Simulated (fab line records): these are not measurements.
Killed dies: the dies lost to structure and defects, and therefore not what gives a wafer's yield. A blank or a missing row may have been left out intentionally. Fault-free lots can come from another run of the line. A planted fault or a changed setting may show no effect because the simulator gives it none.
Which tool did it? -- flow rit-cmos -- 42 wafers from 14 lots sampled at 2 of the route's 202 steps

WHAT EACH GAUGE READ, for each wafer
RIT_SDANNEAL_RS_MEAS_04: uses a four-point probe to measure.
lot,measured,on,PSD_RS (ohm/sq)
L722,day 3 00:52,film-metro-04,116.6 116.2 115.9
L723,day 3 07:04,film-metro-04,116.1 116.4 116.2
L724,day 3 11:57,film-metro-02,116.5 116.0 116.1
L725,day 3 17:50,film-metro-04,115.8 115.6 115.8
L726,day 3 21:46,film-metro-01,116.0 116.2 116.3
L727,day 4 01:59,film-metro-04,116.1 116.1 115.9
L729,day 4 12:40,film-metro-04,98.4 97.9 98.5 98.3 97.9 98.3
L731,day 4 22:20,film-metro-01,97.8 97.7 97.8 97.6 97.6 98.1
L738,day 6 09:35,film-metro-02,116.2 116.2 116.3
L740,day 6 19:25,film-metro-01,115.8 116.0 116.0
L742,day 7 06:02,film-metro-01,116.5 116.0 116.3
L743,day 7 10:10,film-metro-04,116.2 116.3 116.4
L744,day 7 15:01,film-metro-04,116.3 116.4 116.9
L745,day 7 19:34,film-metro-02,115.9 115.9 115.9

TOOL THAT RAN EACH LOT (tool first, then ch and the chambers of the sampled wafers, then the start)
lot,RIT_SDANNEAL_RTA_03
L722,"rtp-anneal-02 ch 0, day 3 00:47"
L723,"rtp-anneal-01 ch 0, day 3 06:58"
L724,"rtp-anneal-02 ch 0, day 3 11:54"
L725,"rtp-anneal-01 ch 0, day 3 17:46"
L726,"rtp-anneal-02 ch 0, day 3 21:42"
L727,"rtp-anneal-01 ch 0, day 4 01:55"
L729,"rtp-anneal-01 ch 0, day 4 12:33"
L731,"rtp-anneal-01 ch 0, day 4 22:06"
L738,"rtp-anneal-02 ch 0, day 6 09:31"
L740,"rtp-anneal-02 ch 0, day 6 19:20"
L742,"rtp-anneal-02 ch 0, day 7 05:58"
L743,"rtp-anneal-01 ch 0, day 7 10:05"
L744,"rtp-anneal-02 ch 0, day 7 14:58"
L745,"rtp-anneal-01 ch 0, day 7 19:31"
- RIT_SDANNEAL_RTA_03: time 5 s.

WHAT THE TOOLS THEMSELVES READ (means of the sampled wafers that have a number; where no wafer has one, the mark that the record gives instead)
RIT_SDANNEAL_RTA_03.
lot,tool,wafer_temp_C_max
L722,rtp-anneal-02,1052.7
L723,rtp-anneal-01,1055.4
L724,rtp-anneal-02,1054.2
L725,rtp-anneal-01,1053.6
L726,rtp-anneal-02,1053.6
L727,rtp-anneal-01,1054.0
L729,rtp-anneal-01,1054.9
L731,rtp-anneal-01,1054.1
L738,rtp-anneal-02,1053.1
L740,rtp-anneal-02,1053.8
L742,rtp-anneal-02,1053.5
L743,rtp-anneal-01,1052.1
L744,rtp-anneal-02,1053.3
L745,rtp-anneal-01,1054.2

THE ANSWER, worked out from the rows above alone
Rule: usual is defined by the lots themselves. Put in order of their means at a reading, lots are off if they are a third of the lots or fewer, leave a main group of 4 or more, and stand apart from it by a gap of 3 or more times the standard deviation of the main group's means; of several such gaps the widest counts. A main group is skipped when, at the precision printed for the reading in the tables above, its means are all equal. A lot without any number at a reading at which 4 lots or more have one is off too. Any other lot the step has rows for is counted as sound. The gauges are gone through in route order, then the tools' own readings, and for those a lot's mean is taken as printed above. The first step at which some lot is off is used, and at that step the reading that is off furthest; a lot without a number counts as furthest.
Off: L729, L731, at RIT_SDANNEAL_RS_MEAS_04 (PSD_RS). Main group: mean 116.1 ohm/sq, sd 0.2.
If a tool, at a process step before that reading, ran all the lots that are off and no sound lot after the first of them, it fits. The gauges at RIT_SDANNEAL_RS_MEAS_04 are tried like those tools. No candidate that was tried fits.

WHAT THE SIMULATOR PUT IN
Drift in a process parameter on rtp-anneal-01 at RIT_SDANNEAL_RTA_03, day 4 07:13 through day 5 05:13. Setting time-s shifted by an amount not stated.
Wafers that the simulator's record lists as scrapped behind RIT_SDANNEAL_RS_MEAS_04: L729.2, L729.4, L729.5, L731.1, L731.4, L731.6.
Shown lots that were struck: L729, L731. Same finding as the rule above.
